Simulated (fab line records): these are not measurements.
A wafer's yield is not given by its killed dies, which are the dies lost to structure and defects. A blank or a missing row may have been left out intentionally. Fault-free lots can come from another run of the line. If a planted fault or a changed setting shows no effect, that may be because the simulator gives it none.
Which tool is to blame? :: flow berkeley-cmos170 :: 42 wafers from 14 lots sampled at 2 of the route's 331 steps

WHAT THE GAUGES READ, wafer by wafer
UCB170_ACTIVE_THK_MEAS_06.
lot: L904
measured: day 4 11:49
on: film-metro-01
ACTIVE_NITRIDE_THK (nm): 219.0 222.1 221.7

lot: L905
measured: day 4 11:49
on: film-metro-04
ACTIVE_NITRIDE_THK (nm): 223.3 224.2 224.1

lot: L906
measured: day 4 11:52
on: film-metro-01
ACTIVE_NITRIDE_THK (nm): 221.4 222.4 222.6

lot: L907
measured: day 4 13:53
on: film-metro-02
ACTIVE_NITRIDE_THK (nm): 446.5 451.0 450.4

lot: L910
measured: day 5 18:55
on: film-metro-04
ACTIVE_NITRIDE_THK (nm): 442.6 439.8 442.0

lot: L913
measured: day 6 02:27
on: film-metro-02
ACTIVE_NITRIDE_THK (nm): 222.3 220.9 222.3

lot: L918
measured: day 7 09:22
on: film-metro-04
ACTIVE_NITRIDE_THK (nm): 220.2 220.7 221.7

lot: L919
measured: day 7 09:22
on: film-metro-01
ACTIVE_NITRIDE_THK (nm): 219.9 220.4 221.0

lot: L921
measured: day 7 19:14
on: film-metro-04
ACTIVE_NITRIDE_THK (nm): 220.8 221.9 223.7

lot: L922
measured: day 7 23:09
on: film-metro-04
ACTIVE_NITRIDE_THK (nm): 220.0 220.1 219.8

lot: L923
measured: day 8 12:49
on: film-metro-02
ACTIVE_NITRIDE_THK (nm): 220.2 223.6 220.8

lot: L924
measured: day 8 12:48
on: film-metro-01
ACTIVE_NITRIDE_THK (nm): 225.8 225.8 226.5

lot: L925
measured: day 8 18:22
on: film-metro-04
ACTIVE_NITRIDE_THK (nm): 223.0 224.5 224.4

lot: L927
measured: day 9 04:49
on: film-metro-02
ACTIVE_NITRIDE_THK (nm): 223.7 224.7 226.4

TOOL THAT RAN EACH LOT (tool first, then ch and the chambers of the sampled wafers, then the start)
lot: L904
UCB170_ACTIVE_CVD_05: lpcvd-02 ch 1, day 4 09:53

lot: L905
UCB170_ACTIVE_CVD_05: lpcvd-02 ch 1, day 4 09:53

lot: L906
UCB170_ACTIVE_CVD_05: lpcvd-02 ch 1, day 4 09:53

lot: L907
UCB170_ACTIVE_CVD_05: lpcvd-02 ch 0, day 4 09:53

lot: L910
UCB170_ACTIVE_CVD_05: lpcvd-02 ch 0, day 5 11:56 and lpcvd-01 ch 0, day 5 16:01

lot: L913
UCB170_ACTIVE_CVD_05: lpcvd-01 ch 0, day 5 23:34

lot: L918
UCB170_ACTIVE_CVD_05: lpcvd-01 ch 1, day 7 07:26

lot: L919
UCB170_ACTIVE_CVD_05: lpcvd-01 ch 0, day 7 07:26

lot: L921
UCB170_ACTIVE_CVD_05: lpcvd-01 ch 0, day 7 17:18

lot: L922
UCB170_ACTIVE_CVD_05: lpcvd-01 ch 1, day 7 21:14

lot: L923
UCB170_ACTIVE_CVD_05: lpcvd-02 ch 1, day 8 09:55

lot: L924
UCB170_ACTIVE_CVD_05: lpcvd-02 ch 0, day 8 09:55

lot: L925
UCB170_ACTIVE_CVD_05: lpcvd-02 ch 0, day 8 15:28

lot: L927
UCB170_ACTIVE_CVD_05: lpcvd-02 ch 1, day 9 01:56
- UCB170_ACTIVE_CVD_05: deposits Si3N4 from SiH2Cl2/NH3, target thk 220 nm, time 3300 s.

WHAT THE TOOLS THEMSELVES READ (means of the sampled wafers that have a number; where no wafer has one, the mark that the record gives instead)
UCB170_ACTIVE_CVD_05.
lot: L904
tool: lpcvd-02
sih2cl2-flow-sccm (sccm): 24.91
zone-power-load-pct (%): 20.8

lot: L905
tool: lpcvd-02
sih2cl2-flow-sccm (sccm): 25.02
zone-power-load-pct (%): 20.6

lot: L906
tool: lpcvd-02
sih2cl2-flow-sccm (sccm): 24.93
zone-power-load-pct (%): 20.9

lot: L907
tool: lpcvd-02
sih2cl2-flow-sccm (sccm): 24.98
zone-power-load-pct (%): 17.7

lot: L910
tool: lpcvd-02/lpcvd-01
sih2cl2-flow-sccm (sccm): 25.04
zone-power-load-pct (%): 18.8

lot: L913
tool: lpcvd-01
sih2cl2-flow-sccm (sccm): 24.85
zone-power-load-pct (%): 20.1

lot: L918
tool: lpcvd-01
sih2cl2-flow-sccm (sccm): 24.93
zone-power-load-pct (%): 21.3

lot: L919
tool: lpcvd-01
sih2cl2-flow-sccm (sccm): 25.09
zone-power-load-pct (%): 19.6

lot: L921
tool: lpcvd-01
sih2cl2-flow-sccm (sccm): 25.07
zone-power-load-pct (%): 19.9

lot: L922
tool: lpcvd-01
sih2cl2-flow-sccm (sccm): 25.01
zone-power-load-pct (%): 21.0

lot: L923
tool: lpcvd-02
sih2cl2-flow-sccm (sccm): 25.01
zone-power-load-pct (%): 20.6

lot: L924
tool: lpcvd-02
sih2cl2-flow-sccm (sccm): 25.11
zone-power-load-pct (%): 17.9

lot: L925
tool: lpcvd-02
sih2cl2-flow-sccm (sccm): 25.02
zone-power-load-pct (%): 17.7

lot: L927
tool: lpcvd-02
sih2cl2-flow-sccm (sccm): 24.92
zone-power-load-pct (%): 20.6

THE ANSWER, worked out from the rows above alone
Rule: the usual values come from the lots themselves. The widest of any qualifying gaps counts: lots, ordered by their means at a reading, are off when they make up no more than a third of the lots, leave a main group of 4 or more, and stand apart from it by 3 or more times the standard deviation of that group's means. The tables above print the reading to a certain number of digits; a main group whose means all agree to those digits is not used. A lot without any number at a reading at which 4 lots or more have one is off too. The other lots that the step has rows for count as sound. After the gauges, taken in route order, come the tools' own readings; for these a lot's mean is taken, as printed above. At the first step where some lot is off, the reading lying furthest off is the one used; lots without a number count as furthest.
Off: at UCB170_ACTIVE_THK_MEAS_06 (ACTIVE_NITRIDE_THK), L907, L910. For the main group the mean is 222.4 nm and the standard deviation 1.8.
If a tool, at a process step before that reading, ran all the lots that are off and no sound lot after the first of them, it fits. Those tools and the gauges at UCB170_ACTIVE_THK_MEAS_06 are tried in the same way. Of those tried, none fits.

WHAT HAD BEEN PUT IN BY THE SIMULATOR
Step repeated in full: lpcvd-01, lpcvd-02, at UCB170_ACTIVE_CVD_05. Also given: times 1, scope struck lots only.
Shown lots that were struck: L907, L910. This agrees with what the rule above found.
